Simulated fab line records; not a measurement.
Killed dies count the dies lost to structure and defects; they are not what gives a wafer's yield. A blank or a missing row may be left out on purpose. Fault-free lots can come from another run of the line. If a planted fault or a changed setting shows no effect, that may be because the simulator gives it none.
Code-filled problem report in 8D (eight disciplines) form / flow ritCmos / the parts of the form that need people (team, actions taken, sign-off) are left out

## 1. WHAT IS WRONG
REOX_OXIDE_THK at RIT_REOX_THK_MEAS_04 reads a mean of 32.8 nm on 9 wafers of 3 lots; wafers without a fault read 25.4 nm with a standard deviation of 0.43. Measured from the usual mean, that is +17 standard deviations.
Earliest sighting: wafer L166.2 on filmMetro-01 at day 5 23:56. The record has a number at this step for 45 wafers belonging to 15 lots. Rule for "out", or "out of limits": more than 4 standard deviations from the usual mean. All remaining wafers that have a number are taken as sound.

## 2. WHAT IT IS AND WHAT IT IS NOT
question=which readings at this step | is=REOX_OXIDE_THK | is not=-
question=which lots | is=L166, L170, L172 | is not=L152, L153, L154, L155, L156, L157, L159, L160, L161, L162, L173, L174
question=which wafers of those lots | is=all that have a number | is not=-
question=read on which gauges | is=filmMetro-01, filmMetro-02 | is not=filmMetro-03
question=when | is=from day 5 23:56 | is not=up to then (30 sound wafers); but 6 sound wafers of L173, L174 came after

## 3. WHAT RULES OUT EACH SUSPECT
Counting: a tool at any process step up to the reading remains a suspect when it ran all the lots that are out and ran no sound lot after the first of those.
- the gauge at RIT_REOX_THK_MEAS_04: ruled out. 2 gauges (filmMetro-01, filmMetro-02) read the wafers that are out.
- furnace-03 at RIT_REOX_OXIDATION_03 (target thk 25.2 nm, ox time 5580 s): kept. It ran every lot that is out, first L166 (day 5 21:22), and no sound lot after that; its last sound lot up to then is L161 (day 4 17:03).
Left after counting: furnace-03 at RIT_REOX_OXIDATION_03.

## 4. THE CAUSE (what the simulator had put in)
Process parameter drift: furnace-03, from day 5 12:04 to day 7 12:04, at RIT_REOX_OXIDATION_03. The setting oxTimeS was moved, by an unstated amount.
After counting, this tool was the only one left.

## 5. SEQUENCE OF EFFECTS, ordered by route
Each row: a reading whose mean over the struck wafers that have a number lies more than 3 standard deviations from the usual. Scope: only readings with a usual standard deviation given in the record; hours: median across lots of the time from each lot's start at the first step in this table that gives one to its start at this step; sigmas: change in usual standard deviations.
hours=0; step=RIT_REOX_THK_MEAS_04; reading=REOX_OXIDE_THK; usual=25.4 nm; on struck wafers=32.8; change=+7.4; sigmas=+17

## 6. HOW IT WOULD HAVE BEEN CAUGHT EARLIER
Counted from the fault's start at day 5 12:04, it took 12 hours until the first out-of-limits reading at a measuring or inspecting step in this record, taken at day 5 23:56.
Among the 3 lots that are out, L170, L172 began RIT_REOX_OXIDATION_03 on furnace-03 after day 5 23:56. A hold on the tool at that time would have spared those 2.
